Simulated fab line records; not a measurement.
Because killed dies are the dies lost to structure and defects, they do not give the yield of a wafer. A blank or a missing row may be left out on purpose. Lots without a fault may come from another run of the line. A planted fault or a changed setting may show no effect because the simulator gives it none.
Code-filled problem report in 8D (eight disciplines) form | flow ritCmos | the parts of the form that need people (team, actions taken, sign-off) are left out

## 1. WHAT WENT WRONG
Wafers free of any fault read 349 nm (standard deviation 7.6) for FOX1_OXIDE_THK at RIT_FOX1_THK_MEAS_01, against a mean of 308 nm on 9 wafers of 3 lots. That is -5.4 standard deviations from the usual mean.
Seen first at day 3 16:26 on filmMetro-04, wafer L810.1. The record has a number at this step for 45 wafers belonging to 15 lots. The rule behind "out" and "out of limits": a value lying over 4 standard deviations away from the usual mean. The rest of the wafers with a number are treated as sound.

## 2. WHAT IT IS, AND WHAT IT ISN'T
question                    | is                     | is not
which readings at this step | FOX1_OXIDE_THK         | -
which lots                  | L810, L811, L814       | L801, L802, L803, L804, L805, L806, L808, L809, L813, L816, L818, L824
which wafers of those lots  | all that have a number | -
read on which gauges        | filmMetro-04           | filmMetro-01, filmMetro-02
when                        | from day 3 16:26       | up to then (24 sound wafers); but 12 sound wafers of L813, L816, L818, L824 came after

## 3. WHAT RULES OUT EACH SUSPECT
Counting: a tool at any process step up to the reading remains a suspect when it ran all the lots that are out and ran no sound lot after the first of those.
- the gauge at RIT_FOX1_THK_MEAS_01: kept. All the wafers that are out were read on filmMetro-04, and no step on other tools shows them out.
- furnace-04 at RIT_FOX1_OXIDATION_00 (target thk 350.7 nm, ox time 1130 s): kept. Every lot that is out went through it, starting with L810 (day 3 15:08), and after that it ran no sound lot; the last sound lot it ran before then is L805 (day 2 14:11).
After counting, furnace-04 at RIT_FOX1_OXIDATION_00 and filmMetro-04 at RIT_FOX1_THK_MEAS_01 remain.

## 4. THE CAUSE (what the simulator had put in)
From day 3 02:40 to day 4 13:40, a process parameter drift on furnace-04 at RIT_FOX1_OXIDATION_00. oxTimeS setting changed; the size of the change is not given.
Counting leaves 2 suspects; this tool is one of them.

## 5. THE CHAIN OF EFFECTS, in route order
Each row: a reading where the mean over the struck wafers with a number is more than 3 standard deviations away from the usual. Scope: only readings with a usual standard deviation given in the record; hours: median across lots of the time from each lot's start at the first step in this table that gives one to its start at this step; sigmas: change in usual standard deviations.
hours | step                 | reading        | usual  | on struck wafers | change | sigmas
0     | RIT_FOX1_THK_MEAS_01 | FOX1_OXIDE_THK | 349 nm | 308              | -41    | -5.4

## 6. HOW IT WOULD HAVE BEEN CAUGHT EARLIER
The first out-of-limits reading at a measuring or inspecting step in this record came at day 3 16:26, 14 hours after the fault's start at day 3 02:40.
No tool reading at RIT_FOX1_OXIDATION_00 that has a usual standard deviation in the record was out on any struck wafer, so an alarm limit of 4 standard deviations on those readings would not have fired.
L811, L814, from the lots that are out (3), started RIT_FOX1_OXIDATION_00 on furnace-04 later than day 3 16:26. A hold on the tool at that time would have spared those 2.
